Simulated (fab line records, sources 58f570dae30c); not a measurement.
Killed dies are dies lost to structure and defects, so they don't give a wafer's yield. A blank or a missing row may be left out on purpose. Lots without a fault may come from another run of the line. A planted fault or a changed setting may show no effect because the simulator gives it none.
Chamber matching | flow berkeley_cmos170 | UCB170_M2_STRIP_08 on wet_bench-01: 4 sister chambers
The step strips KrF in DMSO, time 600 s. 4 wafers are shown with their chamber, then 7 later ones without.

WAFERS WITH THEIR CHAMBER
wafer  | chamber | bath_heat_duty_pct (%)
L669.6 | 2       | 17.1
L683.5 | 3       | 21.8
L686.3 | 1       | 19.4
L691.4 | 0       | 15.3

WAFERS WITHOUT THEIR CHAMBER
wafer  | bath_heat_duty_pct (%)
L691.6 | 15.1
L690.1 | 16.4
L690.2 | 15.7
L690.5 | 15.9
L689.1 | 17.1
L689.2 | 17.4
L689.5 | 18.1

WHICH CHAMBER EACH WENT THROUGH
wafer  | from the rows above     | in truth
L691.6 | 0                       | 0
L690.1 | can't be placed: 2 or 0 | 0
L690.2 | can't be placed: 0 or 2 | 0
L690.5 | can't be placed: 0 or 2 | 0
L689.1 | 2                       | 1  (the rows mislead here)
L689.2 | 2                       | 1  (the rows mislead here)
L689.5 | can't be placed: 2 or 1 | 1
Placed correctly: 1 of 7. Can't be placed from these rows: 4 (the true chamber is among the candidates in 4). Placed wrongly: 2.
How it was worked out, from the rows above alone: a wafer's distance from a chamber is the root of the sum, over the readings, of the square of ((its reading less the chamber's mean) divided by the reading's scatter). The wafer belongs to the nearest chamber; if the next one is less than 2 further off, it can't be placed. A chamber's mean is the mean of its shown wafers. The scatter: with one shown wafer a chamber, the root of the mean of the squares of how far each hidden wafer lies from its nearest shown one.
